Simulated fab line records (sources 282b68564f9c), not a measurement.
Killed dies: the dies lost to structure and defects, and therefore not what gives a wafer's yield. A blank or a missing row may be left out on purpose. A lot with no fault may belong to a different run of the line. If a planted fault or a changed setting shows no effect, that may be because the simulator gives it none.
fab line records + flow rit_cmos
[record]
- lots = 6
- wafers = 18
- last_day = 7
route steps=202 shown M1@184
lots that met no fault: from a run of the same line without faults
start_h: start of the lot's first displayed wafer, in hours after the record's first day + wait_h: hours elapsed since this lot's preceding step + " unchanged from the row above + L1.1+2: a row that stands for several wafers + - no value present, or no start provided + * or withheld: withheld + < > ~ a bound
route shown NAME@n: NAME is a module with steps in the file, n the number in the route of the first one + usual: mean/standard deviation of fault-free wafers + same: alike in all rows + chamber/n: place in a boat + sites: the reading at each site + _std_site: the values' standard deviation + _edge_site: mean of outer sites minus mean of inner sites + radius_mm: for every site, how far away it sits from the centre of the wafer + mask NAME#n: copy n + behind: the last tool/chamber to shape the wafer + hold: why the lot was held/for how many hours/how that ended + device: transistor that didn't switch, given as n, p or np + end of line: tests of these same wafers at the route's end + where a step has no rows: the recipe by itself + killed: dies lost to structure and defects at the first sort, not the wafer's yield + map: shows each die of a wafer: x if killed, . if not, _ if none is there
set.NAME: the run value of the setting; set.NAME@STEP: its run value at that earlier step + model.NAME: the simulator's own value behind a step, which no gauge read
lots at some steps of the route; a table a step, a row a wafer
services: the hour from which a tool's chamber was out of use, counted from the record's first day as start_h (under 0 if before that day), plus the number of hours and why
[[steps]]
[step RIT_M1_SPUTTER_00]
[recipe]
- material = Al
- target_thk_nm = 400
- power_w = 2000
- chamber_pressure_pa = 0.4
- gas = Ar
- time_s = 500
- substrate_temp_c = 25
[usual]
- throttle_valve_pct = 29.9/0.76
| lot.wafer | tool           | chamber | start_h | wait_h | throttle_valve_pct |
|-----------|----------------|---------|---------|--------|--------------------|
| L443.2    | pvd_sputter-02 | -       | 61.15   | 0.0    | 29.3               |
| L443.4    | "              | -       | "       | "      | 29.7               |
| L443.5    | "              | -       | "       | "      | 29.7               |
| L447.1    | pvd_sputter-02 | -       | 88.70   | 0.0    | 31.1               |
| L447.3    | "              | -       | "       | "      | 29.6               |
| L447.6    | "              | -       | "       | "      | 29.9               |
| L452.1    | pvd_sputter-03 | -       | 107.76  | 0.0    | 28.9               |
| L452.2    | "              | -       | "       | "      | 31.0               |
| L452.4    | "              | -       | "       | "      | 30.8               |
| L453.1    | pvd_sputter-02 | -       | 113.83  | 0.0    | 29.8               |
| L453.2    | "              | -       | "       | "      | 29.5               |
| L453.5    | "              | -       | "       | "      | 31.5               |
| L458.2    | pvd_sputter-03 | -       | 134.58  | 0.0    | 30.7               |
| L458.4    | "              | -       | "       | "      | 31.2               |
| L458.6    | "              | -       | "       | "      | 28.7               |
| L463.1    | pvd_sputter-02 | -       | 156.01  | 0.0    | 29.4               |
| L463.2    | "              | -       | "       | "      | 29.8               |
| L463.3    | "              | -       | "       | "      | 29.3               |
[step RIT_M1_RS_MEAS_01]
[recipe]
- thk_meas_gauge = four-point-probe
- reads = Al_of_M1_SPUTTER_00
[usual]
- M1_AL_RS = 0.0732/0.00058
| lot.wafer | tool          | chamber | start_h | wait_h | M1_AL_RS[ohm/sq] |
|-----------|---------------|---------|---------|--------|------------------|
| L443.2    | film_metro-02 | -       | 61.46   | 0.2    | 0.0733           |
| L443.4    | "             | -       | "       | "      | 0.0736           |
| L443.5    | "             | -       | "       | "      | 0.0733           |
| L447.1    | film_metro-02 | -       | 89.00   | 0.1    | 0.0734           |
| L447.3    | "             | -       | "       | "      | 0.0730           |
| L447.6    | "             | -       | "       | "      | 0.0723           |
| L452.1    | film_metro-03 | -       | 108.06  | 0.1    | 0.0726           |
| L452.2    | "             | -       | "       | "      | 0.0729           |
| L452.4    | "             | -       | "       | "      | 0.0730           |
| L453.1    | film_metro-01 | -       | 114.12  | 0.1    | 0.0721           |
| L453.2    | "             | -       | "       | "      | 0.0727           |
| L453.5    | "             | -       | "       | "      | 0.0732           |
| L458.2    | film_metro-01 | -       | 134.90  | 0.2    | 0.0733           |
| L458.4    | "             | -       | "       | "      | 0.0727           |
| L458.6    | "             | -       | "       | "      | 0.0723           |
| L463.1    | film_metro-03 | -       | 156.31  | 0.1    | 0.0733           |
| L463.2    | "             | -       | "       | "      | 0.0729           |
| L463.3    | "             | -       | "       | "      | 0.0741           |
[step RIT_M1_THK_MEAS_02]
[recipe]
- thk_meas_gauge = xrf
- reads = Al_of_M1_SPUTTER_00
[usual]
- M1_AL_THK = 402/3.8
| lot.wafer | tool          | chamber | start_h | wait_h | M1_AL_THK[nm] |
|-----------|---------------|---------|---------|--------|---------------|
| L443.2    | film_metro-02 | -       | 61.57   | 0.1    | 404           |
| L443.4    | "             | -       | "       | "      | 403           |
| L443.5    | "             | -       | "       | "      | 405           |
| L447.1    | film_metro-02 | -       | 89.12   | 0.1    | 402           |
| L447.3    | "             | -       | "       | "      | 404           |
| L447.6    | "             | -       | "       | "      | 409           |
| L452.1    | film_metro-03 | -       | 108.18  | 0.1    | 405           |
| L452.2    | "             | -       | "       | "      | 404           |
| L452.4    | "             | -       | "       | "      | 404           |
| L453.1    | film_metro-01 | -       | 114.24  | 0.1    | 407           |
| L453.2    | "             | -       | "       | "      | 403           |
| L453.5    | "             | -       | "       | "      | 401           |
| L458.2    | film_metro-01 | -       | 135.01  | 0.1    | 401           |
| L458.4    | "             | -       | "       | "      | 406           |
| L458.6    | "             | -       | "       | "      | 408           |
| L463.1    | film_metro-03 | -       | 156.43  | 0.1    | 401           |
| L463.2    | "             | -       | "       | "      | 403           |
| L463.3    | "             | -       | "       | "      | 399           |
[step RIT_M1_HMDS_03]
[recipe]
- prime_time_s = 60
- prime_temp_c = 140
[step RIT_M1_COAT_04]
[recipe]
- resist = NOVOLAK
- spin_rpm = 2000
- resist_thk_nm = 1300
[step RIT_M1_SOFTBAKE_05]
[recipe]
- resist = NOVOLAK
- temp_c = 90
- time_s = 60
[step RIT_M1_EXPOSE_06]
[recipe]
- mask_id = M12
- na = 0.6
- source_shape = conventional
- sigma_outer = 0.5
- target_cd_nm = 2600
- dose_mj = 250
[step RIT_M1_PEB_07]
[recipe]
- resist = NOVOLAK
- temp_c = withheld
- time_s = withheld
[step RIT_M1_DEVELOP_08]
[recipe]
- resist = NOVOLAK
- develop_time_s = 68
- dev_temp_c = 23
[step RIT_M1_CD_MEAS_09]
[recipe]
- target_cd_nm = 2600
[usual]
- cd_nm = 2599.2/2.3
| lot.wafer | tool      | chamber | start_h | wait_h | cd_nm  |
|-----------|-----------|---------|---------|--------|--------|
| L443.2    | cd_sem-02 | -       | 62.66   | -      | 2596.6 |
| L443.4    | "         | -       | "       | "      | 2597.9 |
| L443.5    | "         | -       | "       | "      | 2599.7 |
| L447.1    | cd_sem-01 | -       | 90.06   | -      | 2598.3 |
| L447.3    | "         | -       | "       | "      | 2597.7 |
| L447.6    | "         | -       | "       | "      | 2599.2 |
| L452.1    | cd_sem-02 | -       | 109.12  | -      | 2600.0 |
| L452.2    | "         | -       | "       | "      | 2599.1 |
| L452.4    | "         | -       | "       | "      | 2601.7 |
| L453.1    | cd_sem-02 | -       | 115.31  | -      | 2601.4 |
| L453.2    | "         | -       | "       | "      | 2600.8 |
| L453.5    | "         | -       | "       | "      | 2601.0 |
| L458.2    | cd_sem-01 | -       | 136.18  | -      | 2600.8 |
| L458.4    | "         | -       | "       | "      | 2600.9 |
| L458.6    | "         | -       | "       | "      | 2599.0 |
| L463.1    | cd_sem-02 | -       | 157.49  | -      | 2603.0 |
| L463.2    | "         | -       | "       | "      | 2601.5 |
| L463.3    | "         | -       | "       | "      | 2602.6 |
[step RIT_M1_OVL_MEAS_10]
[usual]
- M1_OVL = 0.7/1.4
| lot.wafer | tool       | chamber | start_h | wait_h | M1_OVL[nm] |
|-----------|------------|---------|---------|--------|------------|
| L443.2    | overlay-01 | -       | 62.76   | 0.1    | 2.2        |
| L443.4    | "          | -       | "       | "      | 0.1        |
| L443.5    | "          | -       | "       | "      | -0.6       |
| L447.1    | overlay-02 | -       | 90.18   | 0.1    | 1.2        |
| L447.3    | "          | -       | "       | "      | 2.3        |
| L447.6    | "          | -       | "       | "      | 1.8        |
| L452.1    | overlay-01 | -       | 109.24  | 0.1    | -1.9       |
| L452.2    | "          | -       | "       | "      | -1.8       |
| L452.4    | "          | -       | "       | "      | -2.6       |
| L453.1    | overlay-01 | -       | 115.43  | 0.1    | 2.0        |
| L453.2    | "          | -       | "       | "      | 0.3        |
| L453.5    | "          | -       | "       | "      | 0.8        |
| L458.2    | overlay-01 | -       | 136.29  | 0.1    | 0.9        |
| L458.4    | "          | -       | "       | "      | 0.2        |
| L458.6    | "          | -       | "       | "      | 2.5        |
| L463.1    | overlay-02 | -       | 157.61  | 0.1    | 0.9        |
| L463.2    | "          | -       | "       | "      | 0.5        |
| L463.3    | "          | -       | "       | "      | -0.6       |
[step RIT_M1_HARDBAKE_11]
[recipe]
- resist = NOVOLAK
- temp_c = 140
- time_s = 120
[step RIT_M1_METAL_ETCH_12]
[recipe]
- stop_on = SiO2
- chemistry = Cl2/BCl3
- target = Al
- time_s = 165
- over_etch_frac = 0.5
- pressure_mtorr = 100
- target_depth_a = 6000
- rf_w = 250
- Cl2_flow_sccm = 60
- bcl3_flow_sccm = 50
[usual]
- bcl3_flow_sccm = 50.00/0.14
- drypump_motor_current_A = 5.53/0.3
- oes_product_au = 0.781/0.014
- rf_fwd_power_W = 249.0/0.74
- throttle_valve_pct = 8.23/0.07
| lot.wafer | tool         | chamber | start_h | wait_h | bcl3_flow_sccm | drypump_motor_current_A | oes_product_au | rf_fwd_power_W | rf_hours_counter_h | throttle_valve_pct | model.NOVOLAK_of_M1_COAT_04.thk_nm |
|-----------|--------------|---------|---------|--------|----------------|-------------------------|----------------|----------------|--------------------|--------------------|------------------------------------|
| L443.2    | rie_metal-02 | 1       | 63.04   | 0.2    | 50.03          | 5.24                    | 0.772          | 249.3          | 34                 | 8.31               | 801.4                              |
| L443.4    | "            | 1       | "       | "      | 49.82          | 5.24                    | 0.774          | 249.4          | -                  | 8.29               | 806.1                              |
| L443.5    | "            | 1       | "       | "      | 49.87          | 5.24                    | 0.777          | 248.6          | -                  | 8.30               | 807                                |
| L447.1    | rie_metal-01 | 1       | 90.65   | 0.2    | 49.72          | 5.98                    | 0.784          | 249.1          | 4                  | 8.13               | 816.5                              |
| L447.3    | "            | 1       | "       | "      | 50.06          | 5.97                    | 0.778          | 249.5          | -                  | 8.14               | 808.7                              |
| L447.6    | "            | 1       | "       | "      | 50.03          | 5.95                    | 0.788          | 249.1          | -                  | 8.11               | 813.3                              |
| L452.1    | rie_metal-01 | 0       | 109.52  | 0.2    | 49.83          | 5.52                    | 0.771          | 278.4          | 4                  | 8.29               | 775.4                              |
| L452.2    | "            | 1       | "       | "      | 50.21          | 5.97                    | 0.782          | 279.2          | 5                  | 8.13               | 774.6                              |
| L452.4    | "            | 1       | "       | "      | 49.92          | 5.98                    | 0.778          | 279.4          | -                  | 8.15               | 770.4                              |
| L453.1    | rie_metal-01 | 1       | 115.71  | 0.2    | 50.01          | 5.97                    | 0.784          | 278.9          | 5                  | 8.15               | 767.9                              |
| L453.2    | "            | 0       | "       | "      | 49.86          | 5.58                    | 0.771          | 278.6          | 5                  | 8.29               | 776.5                              |
| L453.5    | "            | 0       | "       | "      | 49.96          | 5.58                    | 0.771          | 277.3          | -                  | 8.28               | 779.2                              |
| L458.2    | rie_metal-04 | 1       | 136.57  | 0.2    | 50.03          | 5.30                    | 0.794          | 249.8          | 3                  | 8.29               | 814.5                              |
| L458.4    | "            | 1       | "       | "      | 50.01          | 5.27                    | 0.792          | 249.4          | -                  | 8.25               | 810.2                              |
| L458.6    | "            | 0       | "       | "      | 49.93          | 5.35                    | 0.809          | 249.2          | -                  | 8.21               | 806.5                              |
| L463.1    | rie_metal-02 | 1       | 157.90  | 0.2    | 49.98          | 5.26                    | 0.780          | 248.8          | 0                  | 8.29               | 811.8                              |
| L463.2    | "            | 0       | "       | "      | 49.86          | 6.07                    | 0.760          | 248.9          | 0                  | 8.13               | 808.6                              |
| L463.3    | "            | 0       | "       | "      | 49.82          | 6.07                    | 0.750          | 250.0          | -                  | 8.13               | 804.5                              |
[step RIT_M1_STRIP_13]
[recipe]
- chemistry = nmp
- resist = NOVOLAK
- temp_c = 80
- time_s = 600
- dry = n2_spin
[step RIT_M1_PROBE_99]
[usual]
- defect_limited_yield = 97.3/1.1
- killed_at_contacts = 0.1/0.37
- killed_at_front_end = 6.9/2.9
- killed_dies = 7.1/2.9
- killed_open = 3.3/1.8
- killed_short = 3.6/2.2
- sort_bin_3_pad_short = 0.2/0.25
- sort_bin_5_function = 1.4/0.75
- sort_bin_6_memory = 1.1/0.62
- sort_n_pass = 256.9/2.9
- sort_yield_pct = 97.3/1.1
[same]
- gross_dies = 264
- killed_at_M0_to_M3 = 0
- killed_at_M4_up = 0
- killed_at_back_side = 0
- killed_at_other = 0
| lot.wafer | tool      | chamber | start_h | wait_h | defect_limited_yield[%] | killed_at_contacts | killed_at_front_end | killed_dies | killed_open | killed_short | sort_bin_3_pad_short[%] | sort_bin_5_function[%] | sort_bin_6_memory[%] | sort_n_pass | sort_yield_pct[%] | model.etest.antenna_m1.vt_shift_v |
|-----------|-----------|---------|---------|--------|-------------------------|--------------------|---------------------|-------------|-------------|--------------|-------------------------|------------------------|----------------------|-------------|-------------------|-----------------------------------|
| L443.2    | prober-01 | -       | 65.35   | 0.1    | 97.7                    | 0                  | 6                   | 6           | 3           | 3            | 0                       | 1.9                    | 0.4                  | 258.0       | 97.7              | -0.01196                          |
| L443.4    | prober-01 | -       | 65.45   | 0.2    | 96.6                    | 0                  | 9                   | 9           | 4           | 5            | 0.4                     | 1.5                    | 1.5                  | 255.0       | 96.6              | -0.01153                          |
| L443.5    | prober-01 | -       | 65.50   | 0.2    | 97.7                    | 0                  | 6                   | 6           | 1           | 5            | 0                       | 1.1                    | 1.1                  | 258.0       | 97.7              | -0.01745                          |
| L447.1    | prober-01 | -       | 92.90   | 0.1    | 98.9                    | 0                  | 3                   | 3           | 2           | 1            | 0                       | 0.4                    | 0.8                  | 261.0       | 98.9              | -0.009374                         |
| L447.3    | prober-01 | -       | 93.00   | 0.2    | 97.7                    | 0                  | 6                   | 6           | 3           | 3            | 0                       | 1.1                    | 1.1                  | 258.0       | 97.7              | -0.01368                          |
| L447.6    | prober-01 | -       | 93.15   | 0.2    | 98.1                    | 0                  | 5                   | 5           | 4           | 1            | 0                       | 1.1                    | 0.8                  | 259.0       | 98.1              | -0.01448                          |
| L452.1    | prober-02 | -       | 111.83  | 0.1    | 95.8                    | 0                  | 11                  | 11          | 3           | 8            | 0.8                     | 2.3                    | 1.1                  | 253.0       | 95.8              | -0.01817                          |
| L452.2    | prober-02 | -       | 111.88  | 0.1    | 95.8                    | 0                  | 11                  | 11          | 4           | 7            | 0.4                     | 2.7                    | 1.1                  | 253.0       | 95.8              | -0.0218                           |
| L452.4    | prober-02 | -       | 111.98  | 0.2    | 96.6                    | 1                  | 8                   | 9           | 7           | 1            | 0.4                     | 1.9                    | 1.1                  | 255.0       | 96.6              | -0.02507                          |
| L453.1    | prober-01 | -       | 118.04  | 0.1    | 98.5                    | 0                  | 4                   | 4           | 3           | 1            | 0                       | 1.1                    | 0.4                  | 260.0       | 98.5              | -0.01846                          |
| L453.2    | prober-01 | -       | 118.09  | 0.1    | 97.3                    | 0                  | 7                   | 7           | 3           | 4            | 1.1                     | 0.8                    | 0.8                  | 257.0       | 97.3              | -0.0106                           |
| L453.5    | prober-01 | -       | 118.24  | 0.2    | 98.9                    | 0                  | 3                   | 3           | 0           | 3            | 0.4                     | 0                      | 0.8                  | 261.0       | 98.9              | -0.02055                          |
| L458.2    | prober-02 | -       | 138.89  | 0.1    | 96.2                    | 0                  | 10                  | 10          | 4           | 6            | 0.4                     | 2.3                    | 1.1                  | 254.0       | 96.2              | -0.008881                         |
| L458.4    | prober-02 | -       | 138.99  | 0.2    | 97.7                    | 0                  | 6                   | 6           | 2           | 4            | 0                       | 1.1                    | 1.1                  | 258.0       | 97.7              | -0.008509                         |
| L458.6    | prober-02 | -       | 139.09  | 0.2    | 98.1                    | 0                  | 5                   | 5           | 3           | 2            | 0                       | 1.1                    | 0.8                  | 259.0       | 98.1              | -0.01547                          |
| L463.1    | prober-01 | -       | 160.18  | 0.1    | 96.6                    | 0                  | 9                   | 9           | 2           | 7            | 0.4                     | 1.9                    | 1.1                  | 255.0       | 96.6              | -0.01096                          |
| L463.2    | prober-01 | -       | 160.23  | 0.1    | 96.6                    | 0                  | 9                   | 9           | 3           | 6            | 0                       | 1.9                    | 1.5                  | 255.0       | 96.6              | -0.01491                          |
| L463.3    | prober-01 | -       | 160.28  | 0.2    | 98.9                    | 0                  | 3                   | 3           | 2           | 1            | 0                       | 0.8                    | 0.4                  | 261.0       | 98.9              | -0.01322                          |
// killed by level:class
L443.2 REOX:geometric_particle:short=2 SILICIDE:geometric_particle:open=2 GATE:geometric_particle:open=1 GATE:geometric_particle:short=1
L443.4 GATE:geometric_particle:short=2 REOX:geometric_particle:open=2 SPACER:geometric_particle:short=2 FOX2:geometric_particle:open=1 GATE:geometric_particle:open=1 REOX:geometric_particle:short=1
L443.5 REOX:geometric_particle:short=3 FOX2:geometric_particle:short=1 REOX:geometric_particle:open=1 SPACER:geometric_particle:short=1
L447.1 GATE:geometric_particle:short=1 GATE:geometric_particle:open=1 REOX:geometric_particle:open=1
L447.3 FOX1:geometric_particle:short=1 FOX1:geometric_particle:open=1 FOX2:geometric_particle:open=1 GATE:geometric_particle:short=1 SPACER:geometric_particle:short=1 SILICIDE:geometric_particle:open=1
L447.6 FOX2:geometric_particle:open=2 SILICIDE:geometric_particle:open=2 GATE:geometric_particle:short=1
L452.1 GATE:geometric_particle:short=3 FOX1:geometric_particle:short=2 GATE:geometric_particle:open=2 SPACER:geometric_particle:short=2 FOX1:geometric_particle:open=1 SILICIDE:geometric_particle:short=1
L452.2 GATE:geometric_particle:short=4 FOX1:geometric_particle:short=2 GATE:geometric_particle:open=2 REOX:geometric_particle:open=1 SPACER:geometric_particle:open=1 SPACER:geometric_particle:short=1
L452.4 GATE:geometric_particle:open=2 REOX:geometric_particle:open=2 SPACER:geometric_particle:open=2 GATE:geometric_particle:short=1 SILICIDE:geometric_particle:open=1 CONTACT:coat_microbubble_printed=1
L453.1 SPACER:geometric_particle:open=2 GATE:geometric_particle:short=1 SILICIDE:geometric_particle:open=1
L453.2 FOX2:geometric_particle:short=2 FOX2:geometric_particle:open=1 GATE:geometric_particle:open=1 REOX:geometric_particle:short=1 SPACER:geometric_particle:short=1 SPACER:geometric_particle:open=1
L453.5 FOX1:geometric_particle:short=1 GATE:geometric_particle:short=1 SILICIDE:geometric_particle:short=1
L458.2 FOX1:geometric_particle:short=3 GATE:geometric_particle:short=2 FOX1:geometric_particle:open=1 GATE:geometric_particle:open=1 REOX:geometric_particle:open=1 REOX:geometric_particle:short=1 SILICIDE:geometric_particle:open=1
L458.4 SILICIDE:geometric_particle:short=2 FOX1:geometric_particle:open=1 FOX1:geometric_particle:short=1 GATE:geometric_particle:short=1 REOX:geometric_particle:open=1
L458.6 FOX1:geometric_particle:open=2 GATE:geometric_particle:short=1 GATE:geometric_particle:open=1 REOX:geometric_particle:short=1
L463.1 FOX1:geometric_particle:short=2 SPACER:geometric_particle:short=2 GATE:geometric_particle:short=1 REOX:geometric_particle:open=1 REOX:geometric_particle:short=1 SPACER:geometric_particle:open=1 STARTING-WAFER:geometric_particle:short=1
L463.2 FOX2:geometric_particle:short=3 REOX:geometric_particle:short=2 GATE:geometric_particle:short=1 GATE:geometric_particle:open=1 REOX:geometric_particle:open=1 SILICIDE:geometric_particle:open=1
L463.3 FOX2:geometric_particle:open=1 GATE:geometric_particle:open=1 REOX:geometric_particle:short=1
[[services]]
| tool         | chamber | start_h | hours | kind       |
|--------------|---------|---------|-------|------------|
| rie_metal-04 | -       | 55.02   | 14.6  | pm         |
| rie_metal-02 | 0       | 77.82   | 49.2  | repair     |
| rie_metal-04 | -       | 99.07   | 21.9  | repair     |
| rie_metal-02 | 1       | 113.30  | 3.3   | repair     |
| rie_metal-01 | 1       | 132.65  | 2.8   | repair     |
| rie_metal-02 | -       | 136.12  | 20.0  | pm         |
| rie_metal-02 | 0       | 136.12  | 20.0  | vent_cycle |
| rie_metal-02 | 1       | 136.12  | 20.0  | vent_cycle |
| rie_metal-02 | -       | 156.12  | 1.4   | pm         |
| rie_metal-02 | 0       | 156.12  | -     | clean      |
| rie_metal-02 | 1       | 156.12  | -     | clean      |
[[key]]
[first_sign]
- step = RIT_M1_METAL_ETCH_12
- reading = rf_fwd_power_W
- direction = up
- sigmas = 40
- usual = 249.0
- struck = 278.6
effect none on later readings
[model_effect]
- step = RIT_M1_METAL_ETCH_12
- value = NOVOLAK_of_M1_COAT_04.thk_nm
- without = 812.9
- struck = 774
[model_effect]
- step = RIT_M1_PROBE_99
- value = etest.antenna_m1.vt_shift_v
- without = -0.0118
- struck = -0.01911
met_at RIT_M1_METAL_ETCH_12
struck_wafers L452.1,L452.2,L452.4,L453.1,L453.2,L453.5
onset_between 90.65 109.52
[fault]
- kind = process_parameter_drift
- tool = rie_metal-01
- chamber = -
- onset_h = 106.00
- steps = RIT_M1_METAL_ETCH_12
- channel = rf_w
- offset = 30
- shape = step
- end_h = 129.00
- stated = 250
